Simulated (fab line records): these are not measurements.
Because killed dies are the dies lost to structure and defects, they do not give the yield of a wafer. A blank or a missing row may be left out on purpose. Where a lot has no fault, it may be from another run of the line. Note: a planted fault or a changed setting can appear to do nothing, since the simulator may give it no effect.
8D (eight disciplines) problem report, filled in by code / flow ritCmos / the parts of the form that need people (team, actions taken, sign-off) are left out

== 1. WHAT WENT WRONG ==
Wafers free of any fault read 3119 (standard deviation 31) for NSD_TW at RIT_NSD_TW_MEAS_10, against a mean of 3410 on 6 wafers of 2 lots. That puts it +9.4 standard deviations away from the usual mean.
First seen on wafer L357.3, day 4 20:02, on filmMetro-03. The record has a number at this step for 42 wafers belonging to 14 lots. Rule for "out", or "out of limits": more than 4 standard deviations from the usual mean. Any other wafer with a number is counted as sound.

== 2. WHAT THIS IS AND IS NOT ==
question=which readings at this step | is=NSD_TW | is not=-
question=which lots | is=L357, L358 | is not=L348, L349, L351, L360, L361, L362, L365, L366, L368, L369, L370, L371
question=which wafers of those lots | is=all that have a number | is not=-
question=read on which gauges | is=filmMetro-03, filmMetro-04 | is not=filmMetro-01
question=when | is=from day 4 20:02 | is not=up to then (9 sound wafers); but 27 sound wafers of L360, L361, L362, L365, L366, L368, L369, L370, L371 came after

== 3. WHAT RULES OUT EACH SUSPECT ==
Counting: any tool at a process step up to the reading is kept as a suspect provided that every lot that is out went through it and no sound lot did after the first of them.
- ruled out: the gauge at RIT_NSD_TW_MEAS_10. 2 gauges (filmMetro-03, filmMetro-04) read the wafers that are out.
- implanter-04 at RIT_NSD_IMPLANT_08: kept. It ran every lot that is out, first L357 (day 4 19:44), and no sound lot after that. Its own readings are out on those wafers: doseIonsCm2, faradayCurrentUA.
Remaining after the count: implanter-04 at RIT_NSD_IMPLANT_08.

== 4. THE CAUSE (what the simulator had put in) ==
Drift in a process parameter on implanter-04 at RIT_NSD_IMPLANT_08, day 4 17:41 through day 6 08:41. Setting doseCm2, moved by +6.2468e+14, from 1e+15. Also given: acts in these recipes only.
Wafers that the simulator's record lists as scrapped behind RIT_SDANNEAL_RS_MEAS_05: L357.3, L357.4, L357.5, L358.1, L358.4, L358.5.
This tool alone remained once counting was done.

== 5. SEQUENCE OF EFFECTS, ordered by route ==
Rows list readings where the struck wafers' mean (over those with a number) sits beyond 3 standard deviations from the usual. Scope: only readings with a usual standard deviation given in the record; hours: median across lots of the time from each lot's start at the first step in this table that gives one to its start at this step; sigmas: change in usual standard deviations.
hours=0; step=RIT_NSD_IMPLANT_08; reading=doseIonsCm2; usual=9.999e+14; on struck wafers=1.625e+15; change=+6.252e+14; sigmas=+99 or more
hours=0; step=RIT_NSD_IMPLANT_08; reading=endStationPressureTorr; usual=7.5e-06 Torr; on struck wafers=9.2e-06; change=+1.7e-06; sigmas=+4.4
hours=0; step=RIT_NSD_IMPLANT_08; reading=faradayCurrentUA; usual=3138; on struck wafers=5027; change=+1889; sigmas=+33
hours=0; step=RIT_NSD_TW_MEAS_10; reading=NSD_TW; usual=3119; on struck wafers=3410; change=+290; sigmas=+9.4
hours=8; step=RIT_SDANNEAL_RS_MEAS_05; reading=NSD_RS; usual=84.41 ohm/sq; on struck wafers=58.95; change=-25.46; sigmas=-98
Here are the process steps it includes:
- RIT_NSD_IMPLANT_08

== 6. WHAT WOULD HAVE CAUGHT IT SOONER ==
The first out-of-limits reading at a measuring or inspecting step in this record came at day 4 20:02, 2 hours after the fault's start at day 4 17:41.
Tool's own readings at RIT_NSD_IMPLANT_08, doseIonsCm2, faradayCurrentUA: out on all struck wafers the step has rows for; an alarm limit on them would have tripped on the first.
L358, from the lots that are out (2), started RIT_NSD_IMPLANT_08 on implanter-04 later than day 4 20:02. A hold on the tool at that time would have spared it.
